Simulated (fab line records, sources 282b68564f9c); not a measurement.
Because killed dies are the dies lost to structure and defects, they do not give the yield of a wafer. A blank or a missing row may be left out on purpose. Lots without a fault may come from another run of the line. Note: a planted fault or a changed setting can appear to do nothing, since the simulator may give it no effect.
fab line records -- flow rit_cmos
record: lots: 7, wafers: 21, last_day: 5
route steps=202 shown NRETRO@60 PRETRO@64 GATE@75 M1@202
lots untouched by any fault: they come from a run of this same line in which no faults occurred
start_h: the number of hours between the record's first day and the start of the first shown wafer of the lot -- wait_h: how many hours have passed since the lot's step before this one -- " identical to the entry in the row above -- L1.1+2: several wafers, shown together as one row -- - no value, or no start was given -- * or withheld: withheld -- < > ~ a bound
route shown NAME@n: names a module that has steps shown in the file, with the first one's number in the route -- usual: average and standard deviation across the fault-free wafers -- same: alike in all rows -- chamber/n: place in a boat -- sites: the reading at each site -- _std_site: the values' standard deviation -- _edge_site: the outer-site mean with the inner-site mean subtracted -- radius_mm: how far each site lies from the wafer's centre -- mask NAME#n: copy n -- behind: tool/chamber where the wafer was last shaped -- hold: what put the lot on hold/how long, in hours/how the hold closed -- device: whichever transistor did not switch (one of n, p or np) -- end of line: tests of these same wafers at the route's end -- step lacking rows: just its recipe -- killed: at the first sort, the dies lost to defects and structure; wafer yield is something else -- map: a wafer's dies, marking killed ones x, the rest . and places with no die _
set.NAME: the setting that was run; set.NAME@STEP: the one run at that earlier step -- model.NAME: the simulator's own value behind a step, which no gauge read
lots at selected steps of the route; one table per step, one row per wafer
services: when a tool's chamber went out of use (start_h, in hours from the record's first day, below 0 if earlier), for how many hours, and the reason
== steps ==
step: RIT_NRETRO_HARDBAKE_07
recipe: resist: NOVOLAK, temp_c: 140, time_s: 120
step: RIT_NRETRO_IMPLANT_08
recipe: species: P, energy_kev: 70, dose_cm2: 1e+13, tilt_deg: 7
step: RIT_NRETRO_STRIP_09
recipe: chemistry: O2, time_s: 180, resist: NOVOLAK, platen_temp_c: withheld, power_w: 500, pressure_mtorr: 4000, o2_flow_sccm: 4000
usual: drypump_motor_current_A: 5.8/0.39, rf_refl_power_W: 7.0/0.59
lot.wafer,tool,chamber,start_h,wait_h,drypump_motor_current_A,rf_hours_counter_h,rf_refl_power_W
L862.1,plasma_asher-02,0,50.16,0.1,6.2,41,6.6
L862.2,plasma_asher-02,1,50.16,0.1,6.0,41,7.9
L862.3,plasma_asher-02,0,50.16,0.1,6.2,-,6.7
L864.2,plasma_asher-04,1,60.34,0.1,5.9,25,6.7
L864.4,plasma_asher-04,1,60.34,0.1,5.9,-,6.2
L864.5,plasma_asher-04,1,60.34,0.1,5.9,-,6.6
L865.3,plasma_asher-04,1,65.19,0.1,5.8,-,6.7
L865.5,plasma_asher-04,1,65.19,0.1,5.8,-,6.9
L865.6,plasma_asher-04,0,65.19,0.1,5.2,-,6.6
L866.2,plasma_asher-04,0,70.12,0.1,5.2,26,6.9
L866.3,plasma_asher-04,0,70.12,0.1,5.2,-,6.6
L866.5,plasma_asher-04,0,70.12,0.1,5.2,-,6.6
L868.3,plasma_asher-04,1,80.89,0.1,5.9,-,6.9
L868.5,plasma_asher-04,0,80.89,0.1,5.2,-,6.2
L868.6,plasma_asher-04,1,80.89,0.1,5.9,-,6.8
L869.2,plasma_asher-04,1,84.52,0.1,5.9,28,7.0
L869.3,plasma_asher-04,1,84.52,0.1,5.9,-,6.9
L869.4,plasma_asher-04,0,84.52,0.1,5.2,-,6.7
L870.1,plasma_asher-02,0,90.35,0.1,6.2,45,7.0
L870.4,plasma_asher-02,1,90.35,0.1,6.0,-,8.1
L870.5,plasma_asher-02,1,90.35,0.1,6.0,-,7.9
step: RIT_NRETRO_TW_MEAS_10
usual: NRETRO_TW: 1051/6.9
lot.wafer,tool,chamber,start_h,wait_h,NRETRO_TW
L862.1,film_metro-03,-,50.33,0.1,1058
L862.2,film_metro-03,-,50.33,0.1,1056
L862.3,film_metro-03,-,50.33,0.1,1052
L864.2,film_metro-03,-,60.53,0.1,1059
L864.4,film_metro-03,-,60.53,0.1,1053
L864.5,film_metro-03,-,60.53,0.1,1059
L865.3,film_metro-03,-,65.33,0.1,1057
L865.5,film_metro-03,-,65.33,0.1,1058
L865.6,film_metro-03,-,65.33,0.1,1053
L866.2,film_metro-02,-,70.30,0.1,1055
L866.3,film_metro-02,-,70.30,0.1,1060
L866.5,film_metro-02,-,70.30,0.1,1056
L868.3,film_metro-03,-,81.03,0.1,1056
L868.5,film_metro-03,-,81.03,0.1,1046
L868.6,film_metro-03,-,81.03,0.1,1058
L869.2,film_metro-03,-,84.70,0.1,1051
L869.3,film_metro-03,-,84.70,0.1,1051
L869.4,film_metro-03,-,84.70,0.1,1044
L870.1,film_metro-02,-,90.53,0.1,1055
L870.4,film_metro-02,-,90.53,0.1,1058
L870.5,film_metro-02,-,90.53,0.1,1053
step: RIT_PRETRO_HMDS_00
recipe: prime_time_s: 60, prime_temp_c: 140
step: RIT_PRETRO_COAT_01
recipe: resist: NOVOLAK, spin_rpm: 2000, resist_thk_nm: 1300
step: RIT_PRETRO_SOFTBAKE_02
recipe: resist: NOVOLAK, temp_c: 90, time_s: 60
step: RIT_PRETRO_EXPOSE_03
recipe: mask_id: M5, na: 0.57, target_cd_nm: 43700, dose_mj: 250
step: RIT_PRETRO_PEB_04
recipe: resist: NOVOLAK, temp_c: withheld, time_s: withheld
step: RIT_PRETRO_DEVELOP_05
recipe: resist: NOVOLAK, develop_time_s: 68, dev_temp_c: 23
step: RIT_PRETRO_OVL_MEAS_06
usual: PRETRO_OVL: 1.0/1.3
lot.wafer,tool,chamber,start_h,wait_h,PRETRO_OVL[nm]
L862.1,overlay-01,-,51.27,-,0.4
L862.2,overlay-01,-,51.27,-,3.9
L862.3,overlay-01,-,51.27,-,0.0
L864.2,overlay-01,-,61.46,-,0.0
L864.4,overlay-01,-,61.46,-,-0.2
L864.5,overlay-01,-,61.46,-,1.9
L865.3,overlay-01,-,66.27,-,3.1
L865.5,overlay-01,-,66.27,-,0.4
L865.6,overlay-01,-,66.27,-,2.0
L866.2,overlay-01,-,71.37,-,-0.1
L866.3,overlay-01,-,71.37,-,-0.7
L866.5,overlay-01,-,71.37,-,1.8
L868.3,overlay-02,-,81.96,-,1.1
L868.5,overlay-02,-,81.96,-,-0.6
L868.6,overlay-02,-,81.96,-,-0.4
L869.2,overlay-02,-,85.64,-,1.0
L869.3,overlay-02,-,85.64,-,1.7
L869.4,overlay-02,-,85.64,-,1.4
L870.1,overlay-02,-,91.59,-,-0.5
L870.4,overlay-02,-,91.59,-,2.4
L870.5,overlay-02,-,91.59,-,0.5
step: RIT_PRETRO_HARDBAKE_07
recipe: resist: NOVOLAK, temp_c: 140.9, time_s: 120
step: RIT_PRETRO_IMPLANT_08
recipe: species: B, energy_kev: 45, dose_cm2: 1.2e+13, tilt_deg: 7
usual: implant_ion_amu: 11/0
lot.wafer,tool,chamber,start_h,wait_h,implant_ion_amu,model.implant.rp_nm,model.implant.drp_nm
L862.1,implanter-02,0,51.63,0.2,11,148.2,55.07
L862.2,implanter-02,0,51.63,0.2,11,148.2,55.07
L862.3,implanter-02,0,51.63,0.2,11,148.2,55.07
L864.2,implanter-03,0,61.77,0.2,11,144.3,55.07
L864.4,implanter-03,0,61.77,0.2,11,144.3,55.07
L864.5,implanter-03,0,61.77,0.2,11,144.3,55.07
L865.3,implanter-03,0,66.59,0.2,11,141.7,55.07
L865.5,implanter-03,0,66.59,0.2,11,141.7,55.07
L865.6,implanter-03,0,66.59,0.2,11,141.7,55.07
L866.2,implanter-01,0,71.67,0.2,11,142.3,55.07
L866.3,implanter-01,0,71.67,0.2,11,142.3,55.07
L866.5,implanter-01,0,71.67,0.2,11,142.3,55.07
L868.3,implanter-03,0,82.28,0.2,49,33.27,17.23
L868.5,implanter-03,0,82.28,0.2,49,33.27,17.23
L868.6,implanter-03,0,82.28,0.2,49,33.27,17.23
L869.2,implanter-01,0,85.94,0.2,49,33.49,17.23
L869.3,implanter-01,0,85.94,0.2,49,33.49,17.23
L869.4,implanter-01,0,85.94,0.2,49,33.49,17.23
L870.1,implanter-03,0,91.88,0.2,49,34.04,17.23
L870.4,implanter-03,0,91.88,0.2,49,34.04,17.23
L870.5,implanter-03,0,91.88,0.2,49,34.04,17.23
step: RIT_PRETRO_STRIP_09
recipe: chemistry: O2, time_s: 180, resist: NOVOLAK, platen_temp_c: withheld, power_w: 500, pressure_mtorr: 4000, o2_flow_sccm: 4000
usual: drypump_motor_current_A: 5.8/0.47, rf_refl_power_W: 7.8/0.97
lot.wafer,tool,chamber,start_h,wait_h,drypump_motor_current_A,rf_hours_counter_h,rf_refl_power_W
L862.1,plasma_asher-01,0,51.78,0.1,5.0,45,9.8
L862.2,plasma_asher-01,1,51.78,0.1,5.5,45,7.5
L862.3,plasma_asher-01,1,51.78,0.1,5.5,-,7.5
L864.2,plasma_asher-03,1,61.89,0.1,5.7,40,7.2
L864.4,plasma_asher-03,0,61.89,0.1,6.4,-,7.7
L864.5,plasma_asher-03,0,61.89,0.1,6.4,-,7.5
L865.3,plasma_asher-02,0,66.75,0.1,6.2,-,6.5
L865.5,plasma_asher-02,1,66.75,0.1,6.0,-,7.9
L865.6,plasma_asher-02,0,66.75,0.1,6.2,-,6.6
L866.2,plasma_asher-01,1,71.80,0.1,5.5,47,7.5
L866.3,plasma_asher-01,0,71.80,0.1,5.0,-,9.6
L866.5,plasma_asher-01,0,71.80,0.1,5.0,-,9.8
L868.3,plasma_asher-01,1,82.44,0.1,5.5,-,7.6
L868.5,plasma_asher-01,0,82.44,0.1,5.0,-,9.6
L868.6,plasma_asher-01,1,82.44,0.1,5.5,-,7.4
L869.2,plasma_asher-01,0,86.07,0.1,5.0,48,10.2
L869.3,plasma_asher-01,0,86.07,0.1,5.0,-,9.6
L869.4,plasma_asher-01,1,86.07,0.1,5.5,-,7.5
L870.1,plasma_asher-03,0,92.03,0.1,6.4,43,7.8
L870.4,plasma_asher-03,0,92.03,0.1,6.4,-,7.8
L870.5,plasma_asher-03,1,92.03,0.1,5.7,-,7.6
step: RIT_PRETRO_TW_MEAS_10
usual: PRETRO_TW: 474/3.4
lot.wafer,tool,chamber,start_h,wait_h,PRETRO_TW
L862.1,film_metro-04,-,51.96,0.1,475
L862.2,film_metro-04,-,51.96,0.1,476
L862.3,film_metro-04,-,51.96,0.1,475
L864.2,film_metro-04,-,62.08,0.1,474
L864.4,film_metro-04,-,62.08,0.1,475
L864.5,film_metro-04,-,62.08,0.1,474
L865.3,film_metro-01,-,66.89,0.1,473
L865.5,film_metro-01,-,66.89,0.1,473
L865.6,film_metro-01,-,66.89,0.1,474
L866.2,film_metro-04,-,71.98,0.1,477
L866.3,film_metro-04,-,71.98,0.1,473
L866.5,film_metro-04,-,71.98,0.1,471
L868.3,film_metro-02,-,82.58,0.1,792
L868.5,film_metro-02,-,82.58,0.1,794
L868.6,film_metro-02,-,82.58,0.1,792
L869.2,film_metro-01,-,86.25,0.1,783
L869.3,film_metro-01,-,86.25,0.1,780
L869.4,film_metro-01,-,86.25,0.1,778
L870.1,film_metro-04,-,92.21,0.1,785
L870.4,film_metro-04,-,92.21,0.1,779
L870.5,film_metro-04,-,92.21,0.1,783
step: RIT_GATE_WET_ETCH_00
recipe: chemistry: BOE, target: SiO2, target_depth_nm: 56, time_s: 60, dry: n2_spin, dilution: 10:1, temp_c: 21.5
step: RIT_M1_PROBE_99
usual: killed_at_M0_to_M3: 0.0/0.14, killed_at_contacts: 0.1/0.23, killed_at_front_end: 7.3/2.9, killed_dies: 7.3/3, killed_open: 3.6/1.8, killed_short: 3.7/2.1
same: gross_dies: 264, killed_at_M4_up: 0, killed_at_back_side: 0, killed_at_other: 0
lot.wafer,tool,chamber,start_h,wait_h,killed_at_M0_to_M3,killed_at_contacts,killed_at_front_end,killed_dies,killed_open,killed_short
L862.1,prober-02,-,77.14,0.1,0,0,11,11,4,6
L862.2,prober-02,-,77.19,0.1,0,0,12,12,4,8
L862.3,prober-02,-,77.24,0.2,0,0,5,5,2,3
L864.2,prober-02,-,89.58,0.1,0,0,6,6,1,5
L864.4,prober-02,-,89.68,0.2,0,0,6,6,2,4
L864.5,prober-02,-,89.73,0.2,0,1,14,15,4,11
L865.3,prober-01,-,95.15,0.2,1,0,8,9,6,3
L865.5,prober-01,-,95.25,0.2,0,0,6,6,1,5
L865.6,prober-01,-,95.30,0.2,0,0,5,5,3,2
L866.2,prober-02,-,98.49,0.1,0,0,8,8,5,3
L866.3,prober-02,-,98.54,0.2,0,0,6,6,5,1
L866.5,prober-02,-,98.64,0.2,0,0,9,9,6,3
L868.3,prober-02,-,111.08,0.2,0,0,6,6,3,3
L868.5,prober-02,-,111.18,0.2,0,0,9,9,4,5
L868.6,prober-02,-,111.23,0.2,0,0,6,6,4,2
L869.2,prober-01,-,113.84,0.1,0,0,7,7,4,3
L869.3,prober-01,-,113.89,0.2,0,0,6,6,3,3
L869.4,prober-01,-,113.94,0.2,0,0,1,1,1,0
L870.1,prober-02,-,118.91,0.1,0,0,12,12,7,5
L870.4,prober-02,-,119.06,0.2,0,0,7,7,6,1
L870.5,prober-02,-,119.11,0.2,0,0,3,3,1,2
killed by level:class
L862.1 GATE:geometric_particle:short=3 SPACER:geometric_particle:open=2 FOX2:geometric_particle:short=1 GATE:geometric_particle:open=1 REOX:geometric_particle:open=1 REOX:geometric_particle:short=1 SPACER:geometric_particle:short=1 PWELL:coat_microbubble_printed=1
L862.2 GATE:geometric_particle:short=3 GATE:geometric_particle:open=3 FOX2:geometric_particle:short=2 SPACER:geometric_particle:short=2 FOX2:geometric_particle:open=1 REOX:geometric_particle:short=1
L862.3 GATE:geometric_particle:short=2 FOX1:geometric_particle:open=1 SPACER:geometric_particle:short=1 SILICIDE:geometric_particle:open=1
L864.2 REOX:geometric_particle:short=3 GATE:geometric_particle:open=1 SPACER:geometric_particle:short=1 SILICIDE:geometric_particle:short=1
L864.4 FOX1:geometric_particle:short=1 FOX1:geometric_particle:open=1 GATE:geometric_particle:short=1 REOX:geometric_particle:short=1 SPACER:geometric_particle:open=1 SPACER:geometric_particle:short=1
L864.5 GATE:geometric_particle:short=5 SPACER:geometric_particle:short=4 FOX1:geometric_particle:open=2 SPACER:geometric_particle:open=2 REOX:geometric_particle:short=1 CONTACT:geometric_particle:short=1
L865.3 SPACER:geometric_particle:open=3 REOX:geometric_particle:open=2 ACTIVE:geometric_particle:short=1 GATE:geometric_particle:open=1 GATE:geometric_particle:short=1 M1:geometric_particle:short=1
L865.5 GATE:geometric_particle:short=4 FOX2:geometric_particle:short=1 SPACER:geometric_particle:open=1
L865.6 SPACER:geometric_particle:short=2 REOX:geometric_particle:open=1 SPACER:geometric_particle:open=1 SILICIDE:geometric_particle:open=1
L866.2 FOX1:geometric_particle:open=2 GATE:geometric_particle:short=2 FOX2:geometric_particle:open=1 GATE:geometric_particle:open=1 REOX:geometric_particle:open=1 SILICIDE:geometric_particle:short=1
L866.3 REOX:geometric_particle:open=3 GATE:geometric_particle:open=2 FOX2:geometric_particle:short=1
L866.5 GATE:geometric_particle:open=2 GATE:geometric_particle:short=2 REOX:geometric_particle:open=2 FOX1:geometric_particle:open=1 REOX:geometric_particle:short=1 SILICIDE:geometric_particle:open=1
L868.3 SPACER:geometric_particle:short=2 FOX1:geometric_particle:open=1 GATE:geometric_particle:short=1 GATE:geometric_particle:open=1 SPACER:geometric_particle:open=1
L868.5 GATE:geometric_particle:open=2 GATE:geometric_particle:short=2 SPACER:geometric_particle:short=2 ACTIVE:geometric_particle:short=1 FOX1:geometric_particle:open=1 SPACER:geometric_particle:open=1
L868.6 GATE:geometric_particle:open=3 GATE:geometric_particle:short=1 REOX:geometric_particle:open=1 SPACER:geometric_particle:short=1
L869.2 FOX2:geometric_particle:short=2 REOX:geometric_particle:open=2 FOX2:geometric_particle:open=1 SPACER:geometric_particle:short=1 SILICIDE:geometric_particle:open=1
L869.3 FOX1:geometric_particle:short=1 FOX2:geometric_particle:open=1 GATE:geometric_particle:short=1 REOX:geometric_particle:open=1 SPACER:geometric_particle:short=1 SPACER:geometric_particle:open=1
L869.4 FOX2:geometric_particle:open=1
L870.1 GATE:geometric_particle:open=3 SILICIDE:geometric_particle:short=2 FOX1:geometric_particle:open=1 FOX1:geometric_particle:short=1 FOX2:geometric_particle:open=1 GATE:geometric_particle:short=1 REOX:geometric_particle:open=1 SPACER:geometric_particle:short=1
L870.4 GATE:geometric_particle:open=3 FOX2:geometric_particle:open=2 GATE:geometric_particle:short=1 REOX:geometric_particle:open=1
L870.5 FOX2:geometric_particle:short=1 GATE:geometric_particle:open=1 SPACER:geometric_particle:short=1
== services ==
tool,chamber,start_h,hours,kind
implanter-01,-,27.57,4.9,pm
plasma_asher-04,-,29.74,2.5,repair
implanter-03,-,34.26,3.4,repair
implanter-02,-,60.80,3.9,pm
implanter-01,-,77.97,2.8,repair
== key ==
first_sign: step: RIT_PRETRO_IMPLANT_08, reading: implant_ion_amu, direction: up, sigmas: 99+, usual: 11, struck: 49
effect: step: RIT_PRETRO_TW_MEAS_10, reading: PRETRO_TW, direction: up, sigmas: 92, usual: 474, struck: 785
model_effect: step: RIT_PRETRO_IMPLANT_08, value: implant.rp_nm, without: 145.5, struck: 33.6
met_at RIT_PRETRO_IMPLANT_08
struck_wafers L868.3,L868.5,L868.6,L869.2,L869.3,L869.4,L870.1,L870.4,L870.5
tester_left_out L868,L869,L870
onset_between 71.67 82.28
fault: kind: wrong_recipe_download, tool: implanter-01,implanter-02,implanter-03, chamber: -, onset_h: 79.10, steps: RIT_PRETRO_IMPLANT_08, wrong_recipe.not_listed: 1
tester_left_out: of these lots the tester's yield and bins aren't shown, on N5 and GAA mostly nor the transistor test; their killed dies are dies lost to structure and defects alone, not to doping, threshold or leakage, so they don't give the yield
